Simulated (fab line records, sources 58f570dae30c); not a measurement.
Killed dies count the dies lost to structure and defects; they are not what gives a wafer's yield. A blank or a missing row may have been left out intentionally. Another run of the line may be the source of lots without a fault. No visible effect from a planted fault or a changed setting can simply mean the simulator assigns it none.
fab line records | flow berkeleyCmos170
record: lots: 5 | wafers: 15 | lastDay: 11
route steps=331 shown PVT@118 GATE@125 FIELD@126 PLDD@145 NLDD@158 SILICIDE@210
lots with no fault: from the same line, run without faults
startH: the number of hours between the record's first day and the start of the first shown wafer of the lot | waitH: how many hours have passed since the lot's step before this one | " unchanged from the row above | L1.1+2: a row that stands for several wafers | - no value present, or no start provided | * or withheld: withheld | < > ~ a bound
route shown NAME@n: a module of which the file shows steps, and the number in the route of the first | usual: mean/standard deviation taken from wafers without a fault | same: alike in all rows | chamber/n: place in a boat | sites: readings site by site | _std_site: standard deviation across them | _edge_site: mean of outer sites minus mean of inner sites | radiusMm: how far each site lies from the wafer's centre | mask NAME#n: copy n | behind: the tool/chamber that last shaped the wafer | hold: the reason the lot was held/the length of the hold in hours/how it ended | device: whichever transistor did not switch (one of n, p or np) | end of line: tests run on the same wafers once the route is complete | where a step has no rows: the recipe by itself | killed: dies lost to structure and defects at the first sort, not the wafer's yield | map: a wafer's dies, marking killed ones x, the rest . and places with no die _
set.NAME: the setting as run; set.NAME@STEP: as run at that earlier step | model.NAME: the simulator's own value behind a step, which no gauge read
lots seen at some steps along the route; tables by step, rows by wafer
services: from which hour (startH, from the record's first day; less than 0 if before it) a tool's chamber was out of use, for how many hours, and why
== steps ==
step: UCB170_PVT_EXPOSE_03
recipe: maskId: NWELL | targetCdNm: 3000 | na: 0.5 | sigmaOuter: 0.6 | sourceShape: conventional | doseMj: 30
step: UCB170_PVT_PEB_04
recipe: pebTempC: 130 | pebTimeS: withheld | resist: KrF
step: UCB170_PVT_DEVELOP_05
recipe: developer: TMAH | developTimeS: 45 | resist: KrF | devTempC: 21
step: UCB170_PVT_OVL_MEAS_06
usual: PVT_OVL: 2/4.9
lot.wafer | tool       | chamber | startH | waitH | PVT_OVL[nm]
L206.2    | overlay-02 | -       | 125.08 | -     | 4
L206.3    | "          | -       | "      | "     | 8
L206.5    | "          | -       | "      | "     | 8
L207.3    | overlay-01 | -       | 125.09 | -     | 1
L207.4    | "          | -       | "      | "     | 1
L207.6    | "          | -       | "      | "     | 9
L215.1    | overlay-01 | -       | 183.71 | -     | 7
L215.5    | "          | -       | "      | "     | 6
L215.6    | "          | -       | "      | "     | 0
L219.1    | overlay-01 | -       | 197.37 | -     | 7
L219.2    | "          | -       | "      | "     | 0
L219.4    | "          | -       | "      | "     | -5
L222.2    | overlay-01 | -       | 215.06 | -     | -3
L222.4    | "          | -       | "      | "     | 3
L222.6    | "          | -       | "      | "     | 2
step: UCB170_PVT_IMPLANT_07
recipe: species: P | doseCm2: 2e+12 | energyKev: 30 | tiltDeg: 7
step: UCB170_PVT_STRIP_08
recipe: chemistry: O2 | powerW: 400 | pressureMtorr: 3500 | platenTempC: withheld | o2FlowSccm: 400 | overashFraction: 0.5
usual: drypumpMotorCurrentA: 5.53/0.21 | oesProductAu: 0.734/0.0048 | stripTimeToEndpointS: 21.67/0.055
lot.wafer | tool           | chamber | startH | waitH | drypumpMotorCurrentA | oesProductAu | rfHoursCounterH | stripTimeToEndpointS
L206.2    | plasmaAsher-03 | 1       | 125.26 | 0.1   | 5.54                 | 0.737        | 37              | 21.63
L206.3    | "              | 1       | "      | "     | 5.54                 | 0.726        | -               | 21.61
L206.5    | "              | 1       | "      | "     | 5.55                 | 0.741        | -               | 21.63
L207.3    | plasmaAsher-02 | 0       | 125.30 | 0.1   | 5.70                 | 0.743        | -               | 21.60
L207.4    | "              | 1       | "      | "     | 5.18                 | 0.726        | -               | 21.58
L207.6    | "              | 0       | "      | "     | 5.68                 | 0.737        | -               | 21.61
L215.1    | plasmaAsher-02 | 0       | 183.89 | 0.1   | 5.66                 | 0.731        | 47              | 21.61
L215.5    | "              | 0       | "      | "     | 5.69                 | 0.727        | -               | 21.59
L215.6    | "              | 1       | "      | "     | 5.17                 | 0.735        | -               | 21.59
L219.1    | plasmaAsher-02 | 1       | 197.55 | 0.1   | 5.15                 | 0.734        | 48              | 21.64
L219.2    | "              | 0       | "      | "     | 5.70                 | 0.734        | 48              | 21.72
L219.4    | "              | 0       | "      | "     | 5.71                 | 0.742        | -               | 21.70
L222.2    | plasmaAsher-03 | 0       | 215.24 | 0.1   | 5.58                 | 0.737        | 46              | 21.66
L222.4    | "              | 1       | "      | "     | 5.56                 | 0.730        | -               | 21.66
L222.6    | "              | 0       | "      | "     | 5.61                 | 0.730        | -               | 21.66
step: UCB170_PVT_TW_MEAS_09
usual: PVT_TW: 505.0/2.4
lot.wafer | tool         | chamber | startH | waitH | PVT_TW
L206.2    | filmMetro-03 | -       | 125.43 | 0.1   | 502.4
L206.3    | "            | -       | "      | "     | 502.3
L206.5    | "            | -       | "      | "     | 500.7
L207.3    | filmMetro-01 | -       | 125.45 | 0.1   | 505.9
L207.4    | "            | -       | "      | "     | 507.5
L207.6    | "            | -       | "      | "     | 508.1
L215.1    | filmMetro-02 | -       | 183.99 | 0.1   | 507.1
L215.5    | "            | -       | "      | "     | 505.3
L215.6    | "            | -       | "      | "     | 505.9
L219.1    | filmMetro-03 | -       | 197.65 | 0.1   | 507.7
L219.2    | "            | -       | "      | "     | 504.7
L219.4    | "            | -       | "      | "     | 504.5
L222.2    | filmMetro-03 | -       | 215.35 | 0.1   | 501.6
L222.4    | "            | -       | "      | "     | 503.2
L222.6    | "            | -       | "      | "     | 501.2
step: UCB170_GATE_WET_ETCH_00
recipe: chemistry: dHF | dilution: 25:1 | target: SiO2 | tempC: 25 | timeS: 200
step: UCB170_FIELD_THK_MEAS_91
recipe: reads: SiO2_of_FIELD_OXIDATION_01
usual: FIELD_OXIDE_LEFT_2_THK: 355/10
lot.wafer | tool         | chamber | startH | waitH | FIELD_OXIDE_LEFT_2_THK[nm]
L206.2    | filmMetro-03 | -       | 125.69 | 0.0   | 348
L206.3    | "            | -       | "      | "     | 344
L206.5    | "            | -       | "      | "     | 356
L207.3    | filmMetro-01 | -       | 125.70 | 0.0   | 358
L207.4    | "            | -       | "      | "     | 345
L207.6    | "            | -       | "      | "     | 348
L215.1    | filmMetro-02 | -       | 184.13 | 0.0   | 361
L215.5    | "            | -       | "      | "     | 365
L215.6    | "            | -       | "      | "     | 367
L219.1    | filmMetro-01 | -       | 197.78 | 0.0   | 373
L219.2    | "            | -       | "      | "     | 370
L219.4    | "            | -       | "      | "     | 373
L222.2    | filmMetro-01 | -       | 215.48 | 0.0   | 355
L222.4    | "            | -       | "      | "     | 351
L222.6    | "            | -       | "      | "     | 365
step: UCB170_GATE_OXIDATION_01
recipe: tempC: 850 | ambient: O2 | targetThkA: 66 | oxTimeS: 1800
step: UCB170_GATE_THK_MEAS_02
recipe: reads: SiO2_of_GATE_OXIDATION_01
usual: GATE_OXIDE_THK: 6.68/0.13
lot.wafer | tool         | chamber | startH | waitH | GATE_OXIDE_THK[nm]
L206.2    | filmMetro-02 | -       | 129.21 | 0.0   | 6.71
L206.3    | "            | -       | "      | "     | 6.64
L206.5    | "            | -       | "      | "     | 6.73
L207.3    | filmMetro-04 | -       | 129.22 | 0.0   | 7.07
L207.4    | "            | -       | "      | "     | 6.85
L207.6    | "            | -       | "      | "     | 6.78
L215.1    | filmMetro-02 | -       | 188.92 | 0.0   | 6.77
L215.5    | "            | -       | "      | "     | 7.00
L215.6    | "            | -       | "      | "     | 6.72
L219.1    | filmMetro-02 | -       | 201.54 | 0.0   | 6.71
L219.2    | "            | -       | "      | "     | 6.74
L219.4    | "            | -       | "      | "     | 6.72
L222.2    | filmMetro-02 | -       | 219.93 | 0.0   | 6.69
L222.4    | "            | -       | "      | "     | 6.68
L222.6    | "            | -       | "      | "     | 6.73
step: UCB170_GATE_ANNEAL_03
recipe: tempC: 900 | timeS: 1800 | ambient: N2
step: UCB170_GATE_CVD_04
recipe: material: poly-Si | tempC: 610 | precursor: SiH4 | timeS: 1440 | pressureMtorr: 375 | targetThkNm: 214 | sih4FlowSccm: 120
usual: pressureMtorr: 375.2/0.73 | susceptorTempC: 609.96/0.29
lot.wafer | tool     | chamber | startH | waitH | pressureMtorr | susceptorTempC | model.poly-Si_of_GATE_CVD_04.thkNm
L206.2    | lpcvd-02 | 1       | 130.91 | 0.0   | 374.1         | 610.60         | 213.8
L206.3    | "        | 1       | "      | "     | 374.7         | 610.31         | 214.1
L206.5    | "        | 1       | "      | "     | 374.8         | 610.61         | 214.5
L207.3    | lpcvd-02 | 0       | 130.91 | 0.0   | 375.6         | 609.94         | 209.7
L207.4    | "        | 0       | "      | "     | 375.3         | 610.07         | 211.5
L207.6    | "        | 0       | "      | "     | 376.1         | 610.37         | 211.3
L215.1    | lpcvd-02 | 1       | 195.02 | 0.0   | 562.9         | 610.17         | 261.7
L215.5    | "        | 1       | "      | "     | 562.2         | 609.96         | 261
L215.6    | "        | 1       | "      | "     | 562.5         | 609.95         | 262.4
L219.1    | lpcvd-01 | 1       | 207.87 | 0.0   | 375.2         | 610.08         | 209
L219.2    | "        | 1       | "      | "     | 375.7         | 610.22         | 212.3
L219.4    | "        | 1       | "      | "     | 374.8         | 609.57         | 211.2
L222.2    | lpcvd-01 | 0       | 222.92 | 0.0   | 375.6         | 609.71         | 215
L222.4    | "        | 0       | "      | "     | 374.7         | 610.05         | 214.6
L222.6    | "        | 0       | "      | "     | 375.0         | 609.99         | 213.7
step: UCB170_GATE_THK_MEAS_05
recipe: reads: poly-Si_of_GATE_CVD_04
usual: GATE_POLY_THK: 213.1/2
lot.wafer | tool         | chamber | startH | waitH | hold                    | GATE_POLY_THK[nm]
L206.2    | filmMetro-01 | -       | 132.32 | 0.0   | -                       | 213.6
L206.3    | "            | -       | "      | "     | -                       | 214.1
L206.5    | "            | -       | "      | "     | -                       | 214.7
L207.3    | filmMetro-04 | -       | 132.33 | 0.0   | -                       | 209.8
L207.4    | "            | -       | "      | "     | -                       | 211.4
L207.6    | "            | -       | "      | "     | -                       | 211.2
L215.1    | filmMetro-01 | -       | 196.42 | 0.0   | awaitDispo/0.2h/release | 261.8
L215.5    | "            | -       | "      | "     | awaitDispo/0.2h/release | 261.0
L215.6    | "            | -       | "      | "     | awaitDispo/0.2h/release | 262.3
L215.1    | filmMetro-01 | -       | 196.64 | 0.2   | -                       | 261.5
L215.5    | "            | -       | "      | "     | -                       | 261.1
L215.6    | "            | -       | "      | "     | -                       | 262.3
L219.1    | filmMetro-01 | -       | 209.27 | 0.0   | -                       | 209.1
L219.2    | "            | -       | "      | "     | -                       | 212.3
L219.4    | "            | -       | "      | "     | -                       | 211.2
L222.2    | filmMetro-01 | -       | 224.33 | 0.0   | -                       | 214.9
L222.4    | "            | -       | "      | "     | -                       | 214.5
L222.6    | "            | -       | "      | "     | -                       | 213.8
step: UCB170_GATE_COAT_07
recipe: resist: KrF | spinRpm: 1500 | resistThkNm: 900
step: UCB170_GATE_SOFTBAKE_08
recipe: resist: KrF | tempC: 130 | timeS: 60
step: UCB170_GATE_EXPOSE_09
recipe: maskId: POLY | targetCdNm: 350 | na: 0.5 | sigmaOuter: 0.6 | sourceShape: conventional | doseMj: 21
step: UCB170_GATE_PEB_10
recipe: pebTempC: 130 | pebTimeS: withheld | resist: KrF
step: UCB170_GATE_DEVELOP_11
recipe: developer: TMAH | developTimeS: 45 | resist: KrF | devTempC: 21
step: UCB170_GATE_CD_MEAS_12
recipe: targetCdNm: 350
usual: cdNm: 350.3/1.4
lot.wafer | tool     | chamber | startH | waitH | cdNm
L206.2    | cdSem-02 | -       | 133.68 | -     | 347.6
L206.3    | "        | -       | "      | "     | 347.9
L206.5    | "        | -       | "      | "     | 347.9
L207.3    | cdSem-02 | -       | 133.94 | -     | 350.3
L207.4    | "        | -       | "      | "     | 349.2
L207.6    | "        | -       | "      | "     | 350.1
L215.1    | cdSem-02 | -       | 202.87 | -     | 348.8
L215.5    | "        | -       | "      | "     | 347.7
L215.6    | "        | -       | "      | "     | 348.9
L219.1    | cdSem-02 | -       | 210.55 | -     | 349.0
L219.2    | "        | -       | "      | "     | 348.4
L219.4    | "        | -       | "      | "     | 349.6
L222.2    | cdSem-01 | -       | 225.43 | -     | 351.5
L222.4    | "        | -       | "      | "     | 350.5
L222.6    | "        | -       | "      | "     | 351.5
step: UCB170_GATE_OVL_MEAS_13
usual: GATE_OVL: 3/5.7
lot.wafer | tool       | chamber | startH | waitH | GATE_OVL[nm]
L206.2    | overlay-02 | -       | 133.79 | 0.1   | 10
L206.3    | "          | -       | "      | "     | 1
L206.5    | "          | -       | "      | "     | -2
L207.3    | overlay-01 | -       | 134.04 | 0.1   | 2
L207.4    | "          | -       | "      | "     | -2
L207.6    | "          | -       | "      | "     | 0
L215.1    | overlay-02 | -       | 202.99 | 0.1   | -2
L215.5    | "          | -       | "      | "     | -6
L215.6    | "          | -       | "      | "     | -3
L219.1    | overlay-01 | -       | 210.67 | 0.1   | 1
L219.2    | "          | -       | "      | "     | -1
L219.4    | "          | -       | "      | "     | 2
L222.2    | overlay-02 | -       | 225.53 | 0.1   | -1
L222.4    | "          | -       | "      | "     | -1
L222.6    | "          | -       | "      | "     | -5
step: UCB170_GATE_ETCH_14
recipe: chemistry: N2/H2 | targetDepthA: withheld | overetchA: withheld | target: BARC | timeS: withheld | sourceW: 500 | biasW: 100 | pressureMtorr: 30 | n2FlowSccm: 100 | h2FlowSccm: 200
usual: drypumpMotorCurrentA: 5.8/0.42 | oesProductAu: 1.000/0.019 | throttleValvePct: 13.26/0.19
lot.wafer | tool       | chamber | startH | waitH | drypumpMotorCurrentA | oesProductAu | throttleValvePct
L206.2    | rieDiel-04 | 0       | 133.82 | 0.0   | 6.2                  | 0.980        | 13.16
L206.3    | "          | 2       | "      | "     | 5.8                  | 1.017        | 13.51
L206.5    | "          | 1       | "      | "     | 5.8                  | 0.984        | 13.40
L207.3    | rieDiel-02 | 2       | 134.06 | 0.0   | 5.8                  | 1.003        | 12.97
L207.4    | "          | 3       | "      | "     | 5.8                  | 1.022        | 13.28
L207.6    | "          | 2       | "      | "     | 5.8                  | 1.004        | 12.96
L215.1    | rieDiel-03 | 0       | 203.03 | 0.0   | 5.1                  | 0.999        | 13.14
L215.5    | "          | 3       | "      | "     | 4.8                  | 1.009        | 13.27
L215.6    | "          | 2       | "      | "     | 6.3                  | 0.978        | 13.54
L219.1    | rieDiel-04 | 2       | 210.70 | 0.0   | 5.8                  | 1.028        | 13.52
L219.2    | "          | 0       | "      | "     | 6.1                  | 0.994        | 13.17
L219.4    | "          | 3       | "      | "     | 6.3                  | 1.004        | 13.33
L222.2    | rieDiel-04 | 2       | 225.56 | 0.0   | 5.8                  | 1.027        | 13.51
L222.4    | "          | 3       | "      | "     | 6.3                  | 1.015        | 13.34
L222.6    | "          | 1       | "      | "     | 5.7                  | 1.000        | 13.40
step: UCB170_GATE_ETCH_15
recipe: chemistry: HBr/Cl2 | target: poly-Si | stopOn: SiO2 | overEtchFrac: 0.3 | icpW: 300 | biasW: 150 | timeS: 56.3 | pressureMtorr: 15 | HBr_flow_sccm: 150 | Cl2_flow_sccm: 50 | targetDepthA: 2782
usual: drypumpMotorCurrentA: 5.8/0.59 | oesProductAu: 0.828/0.018 | throttleValvePct: 26.50/0.16
lot.wafer | tool     | chamber | startH | waitH | drypumpMotorCurrentA | oesProductAu | rfHoursCounterH | throttleValvePct | model.GATE.featureDepthNm | model.etch.depthNm
L206.2    | rieSi-01 | 1       | 133.86 | -     | 5.5                  | 0.804        | 119             | 26.39            | 213.8                     | 213.8
L206.3    | "        | 2       | "      | "     | 5.6                  | 0.835        | 0               | 26.36            | 214.2                     | 214.1
L206.5    | "        | 3       | "      | "     | 4.9                  | 0.815        | -               | 26.71            | 214.5                     | 214.5
L207.3    | rieSi-02 | 3       | 134.10 | -     | 6.5                  | 0.820        | 1               | 26.32            | 209.7                     | 209.7
L207.4    | "        | 2       | "      | "     | 5.1                  | 0.829        | 1               | 26.36            | 211.5                     | 211.5
L207.6    | "        | 2       | "      | "     | 5.1                  | 0.826        | -               | 26.33            | 211.3                     | 211.3
L215.1    | rieSi-02 | 3       | 203.07 | -     | 6.5                  | 0.951        | 1               | 26.32            | 261.8                     | 261.7
L215.5    | "        | 1       | "      | "     | 6.4                  | 0.981        | -               | 26.71            | 261                       | 261
L215.6    | "        | 2       | "      | "     | 5.1                  | 0.953        | -               | 26.34            | 262.4                     | 262.4
L219.1    | rieSi-02 | 3       | 210.75 | -     | 6.5                  | 0.818        | 1               | 26.31            | 209                       | 209
L219.2    | "        | 2       | "      | "     | 5.1                  | 0.834        | 2               | 26.34            | 212.3                     | 212.3
L219.4    | "        | 1       | "      | "     | 6.4                  | 0.853        | 75              | 26.72            | 211.2                     | 211.2
L222.2    | rieSi-01 | 3       | 225.60 | -     | 4.8                  | 0.811        | 2               | 26.72            | 215                       | 215
L222.4    | "        | 0       | "      | "     | 6.3                  | 0.815        | -               | 26.57            | 214.6                     | 214.6
L222.6    | "        | 3       | "      | "     | 4.8                  | 0.818        | -               | 26.71            | 213.7                     | 213.7
step: UCB170_GATE_STRIP_16
recipe: chemistry: O2 | powerW: 400 | pressureMtorr: 3500 | platenTempC: withheld | o2FlowSccm: 400 | overashFraction: 0.5
usual: drypumpMotorCurrentA: 5.6/0.35 | oesProductAu: 0.725/0.0042
lot.wafer | tool           | chamber | startH | waitH | drypumpMotorCurrentA | oesProductAu | rfHoursCounterH
L206.2    | plasmaAsher-02 | 0       | 133.91 | 0.0   | 5.7                  | 0.723        | 42
L206.3    | "              | 0       | "      | "     | 5.7                  | 0.722        | -
L206.5    | "              | 1       | "      | "     | 5.2                  | 0.720        | -
L207.3    | plasmaAsher-04 | 1       | 134.18 | 0.1   | 6.2                  | 0.730        | -
L207.4    | "              | 0       | "      | "     | 5.3                  | 0.724        | -
L207.6    | "              | 0       | "      | "     | 5.3                  | 0.724        | -
L215.1    | plasmaAsher-04 | 0       | 203.12 | 0.0   | 5.3                  | 0.728        | 45
L215.5    | "              | 0       | "      | "     | 5.3                  | 0.731        | -
L215.6    | "              | 1       | "      | "     | 6.2                  | 0.721        | -
L219.1    | plasmaAsher-04 | 0       | 210.79 | 0.0   | 5.3                  | 0.725        | 47
L219.2    | "              | 1       | "      | "     | 6.2                  | 0.728        | 47
L219.4    | "              | 0       | "      | "     | 5.3                  | 0.730        | -
L222.2    | plasmaAsher-03 | 1       | 225.65 | 0.0   | 5.5                  | 0.729        | 47
L222.4    | "              | 0       | "      | "     | 5.6                  | 0.716        | -
L222.6    | "              | 0       | "      | "     | 5.6                  | 0.734        | -
step: UCB170_GATE_CD_MEAS_90
recipe: targetCdNm: 350
usual: cdNm: 350.1/1.5
lot.wafer | tool     | chamber | startH | waitH | cdNm
L206.2    | cdSem-01 | -       | 134.03 | 0.1   | 347.7
L206.3    | "        | -       | "      | "     | 348.1
L206.5    | "        | -       | "      | "     | 346.9
L207.3    | cdSem-02 | -       | 134.29 | 0.1   | 350.1
L207.4    | "        | -       | "      | "     | 348.7
L207.6    | "        | -       | "      | "     | 349.6
L215.1    | cdSem-01 | -       | 203.22 | 0.1   | 348.5
L215.5    | "        | -       | "      | "     | 347.1
L215.6    | "        | -       | "      | "     | 348.1
L219.1    | cdSem-01 | -       | 210.89 | 0.1   | 348.4
L219.2    | "        | -       | "      | "     | 348.3
L219.4    | "        | -       | "      | "     | 348.8
L222.2    | cdSem-01 | -       | 225.77 | 0.1   | 350.5
L222.4    | "        | -       | "      | "     | 350.9
L222.6    | "        | -       | "      | "     | 350.4
step: UCB170_GATE_CLEAN_17
recipe: chemistry: SPM | tempC: 120 | timeS: 600
step: UCB170_PLDD_HMDS_00
recipe: primeTimeS: 60 | primeTempC: 100
step: UCB170_PLDD_COAT_01
recipe: resist: KrF | spinRpm: 1500 | resistThkNm: 900
step: UCB170_PLDD_SOFTBAKE_02
recipe: resist: KrF | tempC: 130 | timeS: 60
step: UCB170_PLDD_EXPOSE_03
recipe: maskId: PSELECT | na: 0.5 | sigmaOuter: 0.6 | sourceShape: conventional | targetCdNm: 1200 | doseMj: 30
step: UCB170_PLDD_PEB_04
recipe: pebTempC: 130 | pebTimeS: withheld | resist: KrF
step: UCB170_PLDD_DEVELOP_05
recipe: developer: TMAH | developTimeS: 45 | resist: KrF | devTempC: 21
step: UCB170_PLDD_CD_MEAS_06
recipe: targetCdNm: 1200
usual: cdNm: 1199.6/1.3
lot.wafer | tool     | chamber | startH | waitH | cdNm
L207.3    | cdSem-02 | -       | 137.03 | -     | 1199.1
L207.4    | "        | -       | "      | "     | 1198.6
L207.6    | "        | -       | "      | "     | 1199.6
L206.2    | cdSem-01 | -       | 137.28 | -     | 1202.1
L206.3    | "        | -       | "      | "     | 1200.0
L206.5    | "        | -       | "      | "     | 1201.0
L215.1    | cdSem-01 | -       | 204.53 | -     | 1200.3
L215.5    | "        | -       | "      | "     | 1200.6
L215.6    | "        | -       | "      | "     | 1199.5
L219.1    | cdSem-02 | -       | 212.24 | -     | 1202.9
L219.2    | "        | -       | "      | "     | 1201.9
L219.4    | "        | -       | "      | "     | 1203.7
L222.2    | cdSem-01 | -       | 227.08 | -     | 1197.8
L222.4    | "        | -       | "      | "     | 1197.1
L222.6    | "        | -       | "      | "     | 1198.1
step: UCB170_PLDD_OVL_MEAS_07
usual: PLDD_OVL: 3/4.9
lot.wafer | tool       | chamber | startH | waitH | PLDD_OVL[nm]
L207.3    | overlay-01 | -       | 137.12 | 0.1   | 2
L207.4    | "          | -       | "      | "     | -3
L207.6    | "          | -       | "      | "     | 2
L206.2    | overlay-02 | -       | 137.39 | 0.1   | 4
L206.3    | "          | -       | "      | "     | 0
L206.5    | "          | -       | "      | "     | 5
L215.1    | overlay-01 | -       | 204.65 | 0.1   | 6
L215.5    | "          | -       | "      | "     | -2
L215.6    | "          | -       | "      | "     | 0
L219.1    | overlay-01 | -       | 212.36 | 0.1   | 5
L219.2    | "          | -       | "      | "     | -1
L219.4    | "          | -       | "      | "     | -2
L222.2    | overlay-02 | -       | 227.19 | 0.1   | -3
L222.4    | "          | -       | "      | "     | 3
L222.6    | "          | -       | "      | "     | -2
step: UCB170_PLDD_IMPLANT_08
recipe: species: BF2 | doseCm2: 5e+13 | energyKev: 10 | tiltDeg: 7 | rotationDeg: 0
step: UCB170_PLDD_IMPLANT_09
recipe: species: BF2 | doseCm2: 5e+13 | energyKev: 10 | tiltDeg: 7 | rotationDeg: 180
step: UCB170_PLDD_STRIP_10
recipe: chemistry: O2 | powerW: 400 | pressureMtorr: 3500 | platenTempC: withheld | o2FlowSccm: 400 | overashFraction: 0.5
usual: drypumpMotorCurrentA: 5.63/0.22 | oesProductAu: 0.735/0.0044 | stripTimeToEndpointS: 21.67/0.06
lot.wafer | tool           | chamber | startH | waitH | drypumpMotorCurrentA | oesProductAu | rfHoursCounterH | stripTimeToEndpointS
L206.2    | plasmaAsher-01 | 1       | 137.72 | 0.1   | 5.60                 | 0.740        | 2               | 21.59
L206.3    | "              | 0       | "      | "     | 5.68                 | 0.733        | -               | 21.63
L206.5    | "              | 0       | "      | "     | 5.66                 | 0.730        | -               | 21.66
L207.3    | plasmaAsher-03 | 0       | 137.78 | 0.2   | 5.60                 | 0.744        | -               | 21.84
L207.4    | "              | 1       | "      | "     | 5.55                 | 0.735        | -               | 21.73
L207.6    | "              | 1       | "      | "     | 5.54                 | 0.739        | -               | 21.81
L215.1    | plasmaAsher-04 | 0       | 204.99 | 0.1   | 5.31                 | 0.745        | 46              | 21.69
L215.5    | "              | 1       | "      | "     | 6.24                 | 0.733        | -               | 21.67
L215.6    | "              | 0       | "      | "     | 5.28                 | 0.734        | -               | 21.65
L219.1    | plasmaAsher-01 | 0       | 212.69 | 0.1   | 5.67                 | 0.734        | 11              | 21.63
L219.2    | "              | 1       | "      | "     | 5.62                 | 0.732        | 11              | 21.67
L219.4    | "              | 1       | "      | "     | 5.61                 | 0.737        | -               | 21.64
L222.2    | plasmaAsher-01 | 1       | 227.52 | 0.1   | 5.60                 | 0.738        | 13              | 21.58
L222.4    | "              | 1       | "      | "     | 5.64                 | 0.738        | -               | 21.68
L222.6    | "              | 0       | "      | "     | 5.62                 | 0.737        | -               | 21.69
step: UCB170_PLDD_TW_MEAS_11
usual: PLDD_TW: 1007/8.5
lot.wafer | tool         | chamber | startH | waitH | PLDD_TW
L206.2    | filmMetro-04 | -       | 137.83 | 0.1   | 1014
L206.3    | "            | -       | "      | "     | 1015
L206.5    | "            | -       | "      | "     | 1014
L207.3    | filmMetro-04 | -       | 137.90 | 0.1   | 1009
L207.4    | "            | -       | "      | "     | 1018
L207.6    | "            | -       | "      | "     | 1009
L215.1    | filmMetro-01 | -       | 205.09 | 0.1   | 1007
L215.5    | "            | -       | "      | "     | 1003
L215.6    | "            | -       | "      | "     | 1011
L219.1    | filmMetro-04 | -       | 212.79 | 0.1   | 1016
L219.2    | "            | -       | "      | "     | 1020
L219.4    | "            | -       | "      | "     | 1020
L222.2    | filmMetro-03 | -       | 227.63 | 0.1   | 999
L222.4    | "            | -       | "      | "     | 1000
L222.6    | "            | -       | "      | "     | 995
step: UCB170_PLDD_CLEAN_12
recipe: chemistry: SPM | tempC: 120 | timeS: 600
step: UCB170_NLDD_HMDS_00
recipe: primeTimeS: 60 | primeTempC: 100
step: UCB170_NLDD_COAT_01
recipe: resist: KrF | spinRpm: 1500 | resistThkNm: 900
step: UCB170_SILICIDE_PRE_CLEAN_00
recipe: gas: Ar | precleanEtchTimeS: 60
lot.wafer | tool          | chamber | startH | waitH | model.poly-Si_of_GATE_CVD_04.thkNm
L206.2    | pvdSputter-01 | -       | 152.11 | 0.1   | 206.8
L206.3    | "             | -       | "      | "     | 207.2
L206.5    | "             | -       | "      | "     | 207.6
L207.3    | pvdSputter-02 | -       | 152.63 | 0.1   | 202.8
L207.4    | "             | -       | "      | "     | 204.7
L207.6    | "             | -       | "      | "     | 204.4
L215.1    | pvdSputter-04 | -       | 216.04 | 0.1   | 254.8
L215.5    | "             | -       | "      | "     | 254.1
L215.6    | "             | -       | "      | "     | 255.4
L219.1    | pvdSputter-02 | -       | 224.89 | 0.1   | 202.2
L219.2    | "             | -       | "      | "     | 205.4
L219.4    | "             | -       | "      | "     | 204.2
L222.2    | pvdSputter-02 | -       | 239.19 | 0.1   | 208.1
L222.4    | "             | -       | "      | "     | 207.7
L222.6    | "             | -       | "      | "     | 206.8
== services ==
tool           | chamber | startH | hours | kind
plasmaAsher-04 | -       | 106.57 | 6.7   | repair
plasmaAsher-01 | -       | 108.75 | 9.0   | pm
rieSi-01       | -       | 116.40 | 0.8   | repair
rieDiel-02     | 0       | 119.95 | 15.3  | repair
pvdSputter-04  | -       | 120.53 | 2.7   | repair
rieDiel-02     | 2       | 127.36 | 4.1   | repair
rieDiel-03     | 0       | 128.71 | 12.0  | repair
rieDiel-04     | 2       | 135.17 | 3.6   | repair
plasmaAsher-02 | -       | 143.11 | 0.6   | repair
pvdSputter-01  | -       | 144.05 | 1.3   | repair
lpcvd-02       | -       | 149.08 | 4.9   | repair
rieDiel-04     | 3       | 156.15 | 16.7  | repair
rieDiel-04     | 0       | 161.49 | 2.4   | repair
rieDiel-03     | 1       | 165.41 | 8.2   | repair
rieDiel-03     | 0       | 167.75 | 7.6   | repair
rieSi-01       | 3       | 174.56 | 36.7  | repair
lpcvd-01       | -       | 174.78 | 5.2   | repair
rieSi-01       | 1       | 176.46 | 8.2   | repair
rieDiel-02     | 3       | 176.94 | 2.9   | repair
rieDiel-04     | 2       | 177.69 | 3.3   | repair
pvdSputter-01  | -       | 177.75 | 2.2   | repair
plasmaAsher-04 | -       | 188.00 | 1.8   | repair
rieSi-01       | 0       | 194.05 | 3.3   | repair
lpcvd-01       | -       | 235.51 | 6.0   | pm
== key ==
firstSign: step: UCB170_GATE_CVD_04 | reading: pressureMtorr | direction: up | sigmas: 99+ | usual: 375.2 | struck: 562.5
effect: step: UCB170_GATE_THK_MEAS_05 | reading: visit | direction: added
effect: step: UCB170_GATE_THK_MEAS_05 | reading: GATE_POLY_THK | direction: up | sigmas: 24 | usual: 213.1 | struck: 261.7
effect: step: UCB170_GATE_ETCH_15 | reading: oesProductAu | direction: up | sigmas: 7.4 | usual: 0.828 | struck: 0.962
modelEffect: step: UCB170_GATE_CVD_04 | value: poly-Si_of_GATE_CVD_04.thkNm | without: 213.6 | struck: 261.7
modelEffect: step: UCB170_GATE_ETCH_15 | value: GATE.featureDepthNm | without: 213.6 | struck: 261.7
modelEffect: step: UCB170_SILICIDE_PRE_CLEAN_00 | value: poly-Si_of_GATE_CVD_04.thkNm | without: 206.7 | struck: 254.8
metAt UCB170_GATE_CVD_04
struckWafers L215.1,L215.5,L215.6
sortLeftOut L215.1,L215.5,L215.6
testerLeftOut L215
onsetBetween 130.91 195.02
fault: kind: processParameterDrift | tool: lpcvd-02 | chamber: 1 | onsetH: 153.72 | steps: UCB170_GATE_CVD_04 | channel: pressureMtorr | offset: 187.5 | shape: step | endH: 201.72 | actsIn: theseRecipesOnly | stated: 375
testerLeftOut: of these lots the tester's yield and bins aren't shown, on N5 and GAA mostly nor the transistor test; their killed dies are dies lost to structure and defects alone, not to doping, threshold or leakage, so they don't give the yield
sortLeftOut: the simulated sort isn't trusted on such a fault, so these wafers' sort isn't shown, and their yield isn't known
